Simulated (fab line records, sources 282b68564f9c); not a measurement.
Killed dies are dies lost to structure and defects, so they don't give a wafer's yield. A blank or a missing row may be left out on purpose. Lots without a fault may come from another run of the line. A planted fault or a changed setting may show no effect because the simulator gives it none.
One fault seen from 2 desks | flow rit_cmos | each desk has only its own numbers; what lay behind them comes last

THE METROLOGY DESK
What the gauges read, lot by lot, whatever tool the lot ran on: means of the sampled wafers that have a number. A lot is out of limits, marked OUT, if its mean lies more than 4 standard deviations from the usual mean; the brackets give that distance.
Columns: A = PWELL_TW at RIT_PWELL_TW_MEAS_10, usual 950; B = PWELL_RS at RIT_WELLDRIVE_RS_MEAS_02, usual 430.1 ohm/sq; C = M1_AL_RS at RIT_M1_RS_MEAS_01, usual 0.0740 ohm/sq; D = M1_BOW at RIT_M1_BOW_MEAS_16, usual 17 um
lot  | first seen here | A              | B               | C      | D
L422 | day 2 00:42     | 942            | 430.2           | 0.0750 | 17
L423 | day 2 05:24     | 944            | 430.0           | 0.0722 | 19
L424 | day 2 09:18     | 942            | 430.0           | 0.0749 | 23
L425 | day 2 13:28     | 959            | 430.7           | 0.0733 | 18
L427 | day 3 05:41     | 949            | 429.1           | 0.0732 | 12
L428 | day 3 12:30     | 951            | 429.2           | 0.0753 | 16
L429 | day 3 18:56     | 942            | 430.4           | 0.0730 | 19
L434 | day 4 14:03     | 941            | 430.3           | 0.0739 | 14
L435 | day 4 17:12     | 945            | 428.8           | 0.0751 | 13
L437 | day 5 03:58     | 979 (+4.1) OUT | 404.2 (-24) OUT | 0.0742 | 12
L439 | day 5 14:47     | 980 (+4.2) OUT | 404.9 (-23) OUT | 0.0744 | 17
L440 | day 5 17:57     | 949            | 430.2           | 0.0738 | 18
L443 | day 6 09:26     | 952            | 430.1           | 0.0755 | 17
L444 | day 6 14:16     | 959            | 429.2           | 0.0728 | 11
This desk's finding: out of limits on L437, L439; first on L437, day 5 03:58 (PWELL_TW at RIT_PWELL_TW_MEAS_10). In limits: L422, L423, L424, L425, L427, L428, L429, L434, L435, L440, L443, L444.

THE TOOL OWNER'S DESK: implanter-04
The tool's own readings at RIT_PWELL_IMPLANT_08: means of the sampled wafers that have a number, for each lot that ran on this tool. A lot is out of limits, marked OUT, if its mean lies more than 4 standard deviations from the usual mean; the brackets give that distance.
Columns: A = dose_ions_cm2 at RIT_PWELL_IMPLANT_08, usual 7.001e+13; B = faraday_current_uA at RIT_PWELL_IMPLANT_08, usual 222
lot  | first seen here | A                           | B
L422 | day 2 00:23     | 7.008e+13                   | 227
L427 | day 3 05:22     | 6.999e+13                   | 221
L434 | day 4 13:44     | 6.997e+13                   | 220
L437 | day 5 03:39     | 7.701e+13 (+99 or more) OUT | 244 (+5.1) OUT
L439 | day 5 14:28     | 7.694e+13 (+99 or more) OUT | 243 (+4.8) OUT
This desk's finding: out of limits on L437, L439; first on L437, day 5 03:39 (dose_ions_cm2 at RIT_PWELL_IMPLANT_08). In limits: L422, L427, L434.

PUT TOGETHER
The tool owner's desk could have raised an alarm at day 5 03:39, on L437, L439.
The metrology desk could have raised an alarm at day 5 03:58, on L437, L439.
Of the lots named, all ran RIT_PWELL_IMPLANT_08 on implanter-04.

WHAT THE SIMULATOR HAD PUT IN
Process parameter drift: implanter-04, from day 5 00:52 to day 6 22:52, at RIT_PWELL_IMPLANT_08. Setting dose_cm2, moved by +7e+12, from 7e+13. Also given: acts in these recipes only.
Lots struck among those shown: L437, L439.
Hours from the fault's start to each desk's first reading out of limits: the tool owner's desk, 3; the metrology desk, 3.
